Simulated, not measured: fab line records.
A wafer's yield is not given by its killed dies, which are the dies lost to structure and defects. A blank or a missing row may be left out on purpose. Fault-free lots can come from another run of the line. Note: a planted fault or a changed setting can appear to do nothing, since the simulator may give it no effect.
Struck lot and sound lot, side by side / flow rit-cmos / 15 steps out of a route of 202
Sound: these wafers, L710.2, L710.5, L710.6. Wafers L726.2, L726.4, L726.5 were the ones struck. The cause is named last.
For every step that has rows: the tool of each side, followed by ch and its chambers, followed by its first start. Under that, the readings that differ: sound wafers / struck wafers / difference of the means / sigmas: that difference in standard deviations of wafers without a fault.
alike: a reading whose means differ by less than 2 such deviations, as well as words and numbers matching on both sides. not compared: withheld readings; readings where some wafer has no value; bounds like >300 that might hide an equal value; numbers whose values overlap and for which the record gives no deviation.
A row with sigmas, a row that says differs or no value, or rows on one side alone: a step with any of these is where the two part. Numbers that don't overlap but have no deviation are shown without sigmas and don't part them. Lack of a reading on every wafer of one side parts them only where that side has two or more wafers.

RIT_PWELL_TW_MEAS_10:
  sound on film-metro-02, day 1 22:47; struck on film-metro-02, day 5 16:26
  alike: PWELL_TW
then, 1 step without rows for these wafers: RIT_WELLDRIVE_ANNEAL_00 (time 14700 s).
RIT_WELLDRIVE_RS_MEAS_01: measures by four-point-probe.
  sound on film-metro-04, day 2 05:21; struck on film-metro-02, day 5 21:45
  alike: NWELL_RS
RIT_WELLDRIVE_RS_MEAS_02: measures by four-point-probe.
  sound on film-metro-04, day 2 05:28; struck on film-metro-02, day 5 21:52
  alike: PWELL_RS
then, 6 steps without rows for these wafers: RIT_NRETRO_HMDS_00 (prime time 60 s); RIT_NRETRO_COAT_01 (resist thk 1300 nm); RIT_NRETRO_SOFTBAKE_02 (time 60 s); RIT_NRETRO_EXPOSE_03 (exposes mask M4, target cd 43900 nm); RIT_NRETRO_PEB_04; RIT_NRETRO_DEVELOP_05 (develop time 68 s).
RIT_NRETRO_OVL_MEAS_06:
  sound on overlay-01, day 2 06:27; struck on overlay-02, day 5 22:59
  alike: NRETRO_OVL
then, 1 step without rows for these wafers: RIT_NRETRO_HARDBAKE_07 (time 120 s).
RIT_NRETRO_IMPLANT_08:
  sound on implanter-02 ch 0, day 2 06:46; struck on implanter-03 ch 0, day 5 23:17
reading=beam-energy-keV; sound=70.027 69.996 70.014; struck=70.920 70.925 70.904; difference=+0.904; sigmas=+36
reading=model.implant.drp-nm (nm); sound=33.94 33.94 33.94; struck=34.32 34.32 34.32; difference=+0.38; sigmas=
RIT_NRETRO_STRIP_09: strips in O2, time 180 s.
  sound on plasma-asher-03 ch 0,1, day 2 06:53; struck on plasma-asher-03 ch 1, day 5 23:25
reading=o2-flow-sccm (sccm); sound=4009 4003 4004; struck=3965 3978 3995; difference=-26; sigmas=-2
  alike: drypump-motor-current-A, rf-refl-power-W
  not compared: rf-hours-counter-h
following that, these wafers have no rows for 1 step: RIT_M1_PROBE_99.

WHERE THEY PART
At RIT_NRETRO_IMPLANT_08 first; at RIT_NRETRO_STRIP_09 last (within this record only).

WHY: what had been put in by the simulator
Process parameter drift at RIT_NRETRO_IMPLANT_08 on implanter-03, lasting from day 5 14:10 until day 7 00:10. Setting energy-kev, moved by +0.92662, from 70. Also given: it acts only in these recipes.
